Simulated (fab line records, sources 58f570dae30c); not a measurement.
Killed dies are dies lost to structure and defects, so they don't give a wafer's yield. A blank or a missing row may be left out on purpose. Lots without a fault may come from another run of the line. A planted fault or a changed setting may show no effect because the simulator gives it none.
One fault seen from 2 desks | flow berkeley_cmos170 | each desk has only its own numbers; what lay behind them comes last

THE TOOL OWNER'S DESK: rie_metal-02
The tool's own readings at UCB170_M3_METAL_ETCH_18 (etches Al in Cl2/BCl3, stops on SiO2, target depth 1170 nm, time 195 s): means of the sampled wafers that have a number, for each lot that ran on this tool. A lot is out of limits, marked OUT, if its mean lies more than 4 standard deviations from the usual mean; the brackets give that distance.
Columns: A = drypump_motor_current_A at UCB170_M3_METAL_ETCH_18, usual 5.5 A; B = oes_product_au at UCB170_M3_METAL_ETCH_18, usual 0.851 a.u.; C = rf_fwd_power_W at UCB170_M3_METAL_ETCH_18, usual 598.6 W; D = throttle_valve_pct at UCB170_M3_METAL_ETCH_18, usual 24.34 %
lot  | first seen here | A   | B     | C               | D
L248 | day 9 00:16     | 5.0 | 0.856 | 598.2           | 24.25
L250 | day 9 18:19     | 5.3 | 0.855 | 601.1           | 24.33
L262 | day 12 17:35    | 5.3 | 0.866 | 758.1 (+89) OUT | 24.32
This desk's finding: out of limits on L262; first on L262, day 12 17:35 (rf_fwd_power_W at UCB170_M3_METAL_ETCH_18). In limits: L248, L250.

THE METROLOGY DESK
What the gauges read, lot by lot, whatever tool the lot ran on: means of the sampled wafers that have a number. A lot is out of limits, marked OUT, if its mean lies more than 4 standard deviations from the usual mean; the brackets give that distance.
Columns: A = cd_nm at UCB170_V2_CD_MEAS_12, usual 700.2 nm; B = cd_nm at UCB170_M3_CD_MEAS_90, usual 700.8 nm
lot  | first seen here | A     | B
L246 | day 8 20:05     | 701.3 | 701.0
L248 | day 8 21:29     | 702.5 | 696.5
L249 | day 8 23:49     | 698.9 | 703.2
L247 | day 8 23:49     | 699.9 | 703.8
L251 | day 9 13:34     | 703.3 | 702.3
L250 | day 9 15:17     | 700.9 | 704.1
L252 | day 10 11:02    | 699.9 | 701.8
L253 | day 10 13:52    | 697.6 | 701.5
L262 | day 12 13:20    | 700.8 | 687.3 (-5.2) OUT
L267 | day 13 12:46    | 699.9 | 699.2
L268 | day 13 14:38    | 699.7 | 703.1
L265 | day 13 14:40    | 700.3 | 698.1
L269 | day 13 21:14    | 700.1 | 698.2
This desk's finding: out of limits on L262; first on L262, day 12 17:52 (cd_nm at UCB170_M3_CD_MEAS_90). In limits: L246, L248, L249, L247, L251, L250, L252, L253, L267, L268, L265, L269.

PUT TOGETHER
The tool owner's desk could have raised an alarm at day 12 17:35, on L262.
The metrology desk could have raised an alarm at day 12 17:52, on L262.
Of the lots named, all ran UCB170_M3_METAL_ETCH_18 on rie_metal-02.

WHAT THE SIMULATOR HAD PUT IN
Process parameter drift: rie_metal-02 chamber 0, from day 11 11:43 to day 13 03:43, at UCB170_M3_METAL_ETCH_18. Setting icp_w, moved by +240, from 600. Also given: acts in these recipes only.
Lots struck among those shown: L262.
Hours from the fault's start to each desk's first reading out of limits: the tool owner's desk, 30; the metrology desk, 30.
